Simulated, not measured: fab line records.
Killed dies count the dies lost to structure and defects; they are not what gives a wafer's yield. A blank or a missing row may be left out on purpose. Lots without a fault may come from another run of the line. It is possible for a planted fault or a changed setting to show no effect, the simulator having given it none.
Struck lot and sound lot, side by side || flow rit-cmos || 17 steps out of a route of 202
Sound: the wafers L127.1, L127.4, L127.5. Wafers L137.4, L137.5, L137.6 were the ones struck. At the end, the cause is stated.
At each step with rows: each side's tool, then ch and its chambers, then its first start. Under that, the readings that differ: sound wafers || struck wafers || difference of the means || sigmas: that difference in standard deviations of wafers without a fault.
alike: a reading whose means differ by less than 2 such deviations, as well as words and numbers matching on both sides. not compared: withheld readings; readings where some wafer has no value; bounds like >300 that might hide an equal value; numbers whose values overlap and for which the record gives no deviation.
The two part at a step that has a row with sigmas, a row that says differs or no value, or rows on one side only. When numbers do not overlap yet have no deviation, they are printed without sigmas and do not part them. A reading that every wafer of one side lacks parts them only if that side has two wafers or more.

RIT_PWELL_TW_MEAS_10:
  sound: film-metro-03 at day 3 06:31; struck: film-metro-04 at day 5 07:10
  alike: PWELL_TW
then, 1 step without rows for these wafers: RIT_WELLDRIVE_ANNEAL_00 (time 14700 s).
RIT_WELLDRIVE_RS_MEAS_01: the measuring method here is four-point-probe.
  sound: film-metro-03 at day 3 11:39; struck: film-metro-02 at day 5 12:31
  alike: NWELL_RS
RIT_WELLDRIVE_RS_MEAS_02: the measuring method here is four-point-probe.
  sound: film-metro-03 at day 3 11:46; struck: film-metro-02 at day 5 12:38
  alike: PWELL_RS
then, 6 steps without rows for these wafers: RIT_NRETRO_HMDS_00 (prime time 60 s); RIT_NRETRO_COAT_01 (resist thk 1300 nm); RIT_NRETRO_SOFTBAKE_02 (time 60 s); RIT_NRETRO_EXPOSE_03 (exposes mask M4, target cd 43900 nm); RIT_NRETRO_PEB_04; RIT_NRETRO_DEVELOP_05 (develop time 68 s).
RIT_NRETRO_OVL_MEAS_06:
  sound: overlay-02 at day 3 12:46; struck: overlay-01 at day 5 13:43
  alike: NRETRO_OVL
then, 1 step without rows for these wafers: RIT_NRETRO_HARDBAKE_07 (time 120 s).
RIT_NRETRO_IMPLANT_08:
  sound on implanter-01 ch 0, day 3 13:04; struck on implanter-01 ch 0, day 5 14:04
{"reading": "beam-on-s (s)", "sound": "10.11 10.33 10.11", "struck": "14.10 13.71 13.94", "difference": "+3.73", "sigmas": "+21"}
{"reading": "faraday-current-uA", "sound": "31.3 30.7 31.2", "struck": "22.5 23.1 22.7", "difference": -8.3, "sigmas": -14}
RIT_NRETRO_STRIP_09: strips in O2, time 180 s.
  sound on plasma-asher-04 ch 0,1, day 3 13:13; struck on plasma-asher-02 ch 0,1, day 5 14:12
  alike: drypump-motor-current-A
  not compared: rf-hours-counter-h
RIT_NRETRO_TW_MEAS_10:
  sound: film-metro-02 at day 3 13:23; struck: film-metro-01 at day 5 14:21
{"reading": "NRETRO_TW", "sound": "1039 1038 1035", "struck": "1208 1206 1209", "difference": "+170", "sigmas": "+11"}
then, 1 step without rows for these wafers: RIT_PRETRO_HMDS_00 (prime time 60 s).
RIT_M1_PROBE_99:
  sound: prober-01 at day 4 17:00; struck: prober-01 at day 6 18:17
{"reading": "model.etest.pmos_0p3.r-on-ohm-um", "sound": "6408 6437 6330", "struck": "6508 6571 6607", "difference": "+170", "sigmas": ""}
{"reading": "model.etest.pmos_0p15.r-on-ohm-um", "sound": "2895 2882 2871", "struck": "2807 2789 2850", "difference": -67, "sigmas": ""}
{"reading": "model.etest.pmos-turned.drive-ua-um", "sound": "183.4 184.7 184.1", "struck": "176 178.7 173.2", "difference": -8, "sigmas": ""}
{"reading": "model.etest.pmos-narrow.drive-ua-um", "sound": "100.8 100.7 101.1", "struck": "91.34 93.38 92.1", "difference": -8.59, "sigmas": ""}
{"reading": "model.etest.pmos_0p3.drive-ua-um", "sound": "98.79 98.41 99.97", "struck": "91.33 92.21 90.9", "difference": -7.58, "sigmas": ""}
{"reading": "model.etest.well-edge-left.line-ohm-um", "sound": "180.6 184.4 179.8", "struck": "176.8 176.2 175.8", "difference": -5.3, "sigmas": ""}
  alike: killed-at-front-end, killed-dies, killed-open, killed-short
  not compared: model.etest.pmos-turned.r-on-ohm-um, model.etest.pmos_0p15.drive-ua-um

WHERE THEY PART
First at RIT_NRETRO_IMPLANT_08; last, within this record, at RIT_NRETRO_TW_MEAS_10. Later steps at which nothing parts them and some readings are alike: RIT_M1_PROBE_99.

WHY: the cause the simulator had injected
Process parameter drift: implanter-01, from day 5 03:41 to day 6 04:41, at RIT_NRETRO_IMPLANT_08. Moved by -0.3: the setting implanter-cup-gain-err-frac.
